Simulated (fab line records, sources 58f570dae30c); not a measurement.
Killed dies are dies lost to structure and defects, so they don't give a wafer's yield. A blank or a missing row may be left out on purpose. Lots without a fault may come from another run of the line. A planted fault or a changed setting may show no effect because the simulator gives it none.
A struck lot beside a sound one | flow berkeley_cmos170 | 31 steps out of a route of 331
Sound: wafers L595.1, L595.2, L595.6. Struck: wafers L606.1, L606.5, L606.6. The cause comes at the end.
At each step with rows: each side's tool, then ch and its chambers, then its first start. Under that, the readings that differ: sound wafers | struck wafers | difference of the means | sigmas: that difference in standard deviations of wafers without a fault.
alike: readings whose means differ by less than 2 such deviations, and words and numbers that are the same on both sides. not compared: withheld readings, readings that some wafer has no value for, bounds like >300 that may hide the same value, and numbers for which the record gives no deviation and whose values overlap.
The two part at a step that has a row with sigmas, a row that says differs or no value, or rows on one side only. Numbers that don't overlap but have no deviation are shown without sigmas and don't part them. A reading that every wafer of one side lacks parts them only if that side has two wafers or more.

UCB170_SDANNEAL_RTA_01: time 5 s.
  sound on rtp_anneal-02 ch 0, day 10 00:44; struck on rtp_anneal-02 ch 0, day 12 05:45
  alike: lamp_power_pct, wafer_temp_C_max
UCB170_SDANNEAL_RS_MEAS_02: measures by four-point-probe.
  sound on film_metro-02, day 10 01:08; struck on film_metro-04, day 12 05:49
  alike: PSD_RS
UCB170_SDANNEAL_RS_MEAS_03: measures by four-point-probe.
  sound on film_metro-02, day 10 01:16; struck on film_metro-04, day 12 05:56
  alike: NSD_RS
UCB170_SDANNEAL_RS_MEAS_04: measures by four-point-probe.
  sound on film_metro-02, day 10 01:23; struck on film_metro-04, day 12 06:03
  reading          | sound                | struck               | difference | sigmas
  PLDD_RS (ohm/sq) | 1039.4 1035.6 1036.3 | 1026.4 1026.1 1027.3 | -10.5      | -4
UCB170_SDANNEAL_RS_MEAS_05: measures by four-point-probe.
  sound on film_metro-02, day 10 01:30; struck on film_metro-04, day 12 06:10
  alike: NLDD_RS
then, 1 step without rows for these wafers: UCB170_SILICIDE_PRE_CLEAN_00 (preclean etch time 60 s).
UCB170_SILICIDE_SPUTTER_01: material Ti, target thk 30 nm, time 25 s.
  sound on pvd_sputter-03, day 10 01:41; struck on pvd_sputter-02, day 12 06:21
  alike: throttle_valve_pct
UCB170_SILICIDE_RS_MEAS_02: measures by four-point-probe.
  sound on film_metro-03, day 10 01:43; struck on film_metro-03, day 12 06:23
  alike: SILICIDE_TI_RS
UCB170_SILICIDE_THK_MEAS_03: measures by xrf.
  sound on film_metro-03, day 10 01:50; struck on film_metro-03, day 12 06:31
  alike: SILICIDE_TI_THK
then, 3 steps without rows for these wafers: UCB170_SILICIDE_RTA_04 (time 15 s); UCB170_SILICIDE_WET_ETCH_05 (etches Ti in SPM, time 45 s); UCB170_CONTACT_CLEAN_00 (cleans in SPM, time 600 s).
UCB170_CONTACT_CVD_01: deposits PSG from SiH4/O2/PH3, target thk 700 nm, time 2820 s.
  sound on lpcvd-02 ch 1, day 10 07:07; struck on lpcvd-02 ch 1, day 12 06:50
  reading                                 | sound             | struck            | difference | sigmas
  pressure_mtorr (mTorr)                  | 299.2 299.7 299.2 | 449.6 449.2 450.1 | +150.3     | +99 or more
  model.PSG_of_CONTACT_CVD_01.thk_nm (nm) | 701.8 705 699.5   | 862.9 857.3 856   | +156.6     |
  alike: sih4_flow_sccm, zone_power_source_pct
UCB170_CONTACT_THK_MEAS_02:
  sound on film_metro-02, day 10 08:55; struck on film_metro-02, day 12 08:37
  reading              | sound       | struck      | difference | sigmas
  CONTACT_PSG_THK (nm) | 702 705 699 | 862 857 856 | +156       | +26
then, 3 steps without rows for these wafers: UCB170_CONTACT_HMDS_03 (prime time 60 s); UCB170_CONTACT_COAT_04 (resist thk 900 nm); UCB170_CONTACT_SOFTBAKE_05 (time 60 s).
UCB170_CONTACT_STRIP_06: strips in O2.
  sound on plasma_asher-04 ch 0,1, day 10 09:26; struck on plasma_asher-02 ch 0,1, day 12 09:08
  reading                      | sound             | struck            | difference | sigmas
  strip_time_to_endpoint_s (s) | 22.04 21.99 22.02 | 22.20 22.18 22.16 | +0.16      | +3
  alike: drypump_motor_current_A, oes_product_au
  not compared: rf_hours_counter_h
then, 8 steps without rows for these wafers: UCB170_CONTACT_CLEAN_07 (cleans in SPM, time 600 s); UCB170_CONTACT_RTA_08 (time 10 s); UCB170_CONTACT_COAT_09; UCB170_CONTACT_COAT_10 (resist thk 900 nm); UCB170_CONTACT_SOFTBAKE_11 (time 60 s); UCB170_CONTACT_EXPOSE_12 (exposes mask CONT, target cd 700 nm); UCB170_CONTACT_PEB_13; UCB170_CONTACT_DEVELOP_14 (develop time 45 s).
UCB170_CONTACT_CD_MEAS_15: target cd 700 nm.
  sound on cd_sem-01, day 10 11:37; struck on cd_sem-01, day 12 12:01
  alike: cd_nm
UCB170_CONTACT_OVL_MEAS_16:
  sound on overlay-02, day 10 11:44; struck on overlay-01, day 12 12:08
  alike: CONTACT_OVL
UCB170_CONTACT_ETCH_17: etches BARC in N2/H2.
  sound on rie_diel-04 ch 1,2,3, day 10 11:47; struck on rie_diel-02 ch 0,1,3, day 12 12:11
  alike: drypump_motor_current_A, oes_product_au, throttle_valve_pct
UCB170_CONTACT_ETCH_18: etches PSG in CHF3/CF4/Ar, stops on TiSi2, target depth 840 nm, time 195 s.
  sound on rie_diel-04 ch 1,2,3; struck on rie_diel-02 ch 0,1,3
  reading                             | sound             | struck            | difference | sigmas
  oes_product_au (a.u.)               | 0.887 0.899 0.873 | 0.966 0.985 0.979 | +0.090     | +8
  model.CONTACT.feature_depth_nm (nm) | 701.8 705 699.5   | 816.6 811.1 843.4 | +121.6     |
  model.etch.depth_nm (nm)            | 701.8 705 699.5   | 816.6 811.1 843.4 | +121.6     |
  alike: CHF3_flow_sccm, drypump_motor_current_A, throttle_valve_pct
  not compared: rf_hours_counter_h
UCB170_CONTACT_STRIP_19: strips in O2.
  sound on plasma_asher-04 ch 0,1, day 10 11:56; struck on plasma_asher-01 ch 0,1, day 12 12:20
  alike: drypump_motor_current_A, oes_product_au
  not compared: rf_hours_counter_h

WHERE THEY PART
First at UCB170_SDANNEAL_RS_MEAS_04; last, within this record, at UCB170_CONTACT_ETCH_18. Later steps at which nothing parts them and some readings are alike: UCB170_CONTACT_STRIP_19.

WHY: what the simulator had put in
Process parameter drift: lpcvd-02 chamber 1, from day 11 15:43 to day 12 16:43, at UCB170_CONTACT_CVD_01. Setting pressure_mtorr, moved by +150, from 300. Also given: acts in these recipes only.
